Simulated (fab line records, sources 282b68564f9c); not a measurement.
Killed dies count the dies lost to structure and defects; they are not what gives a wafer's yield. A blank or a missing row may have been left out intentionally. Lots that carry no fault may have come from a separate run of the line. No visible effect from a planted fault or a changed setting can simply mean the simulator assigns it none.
Chamber matching	flow rit-cmos	RIT_CONTACT_CVD_00 on pecvd-02 has 3 sister chambers
The step deposits SiO2 from TEOS, target thk 400 nm, time 61 s. 14 wafers are shown with their chamber, then 7 later ones without.

## WAFERS PAIRED WITH THEIR CHAMBERS
wafer	chamber	heater-power-w (W)
L762.1	0	302
L762.3	2	276
L762.5	1	440
L765.1	0	330
L765.4	2	272
L765.6	0	342
L768.2	1	404
L768.5	2	258
L768.6	1	413
L771.3	1	431
L771.5	0	307
L771.6	2	228
L774.2	2	291
L774.3	0	354

SIGNATURES (averages over the wafers above)
reading	chamber 0	chamber 1	chamber 2	scatter within a chamber
heater-power-w	327.00	422.00	265.00	21.5
Rule: a wafer lies at a distance from a chamber equal to the root of the sum of squares, over the readings, of (its reading less the chamber's mean, divided by the reading's scatter). The wafer belongs to the nearest chamber; if the next one is less than 2 further off, it can't be placed. The scatter: take each reading less its chamber's mean, square it, sum over the shown wafers, divide by the number of wafers less the number of chambers, and take the root.

## WAFERS WHOSE CHAMBER IS MISSING
wafer	heater-power-w (W)
L774.5	451
L780.2	274
L780.3	397
L780.4	270
L783.1	411
L783.2	300
L783.4	317

## WHICH CHAMBER EACH WENT THROUGH
wafer	from the rows above	in truth
L774.5	1	1
L780.2	2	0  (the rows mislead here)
L780.3	1	1
L780.4	2	2
L783.1	1	1
L783.2	can't be placed: 0 or 2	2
L783.4	can't be placed: 0 or 2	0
Correctly placed: 4 of 7. These rows do not allow placing 2 (true chamber among the candidates in 2). Placed wrongly: 1.
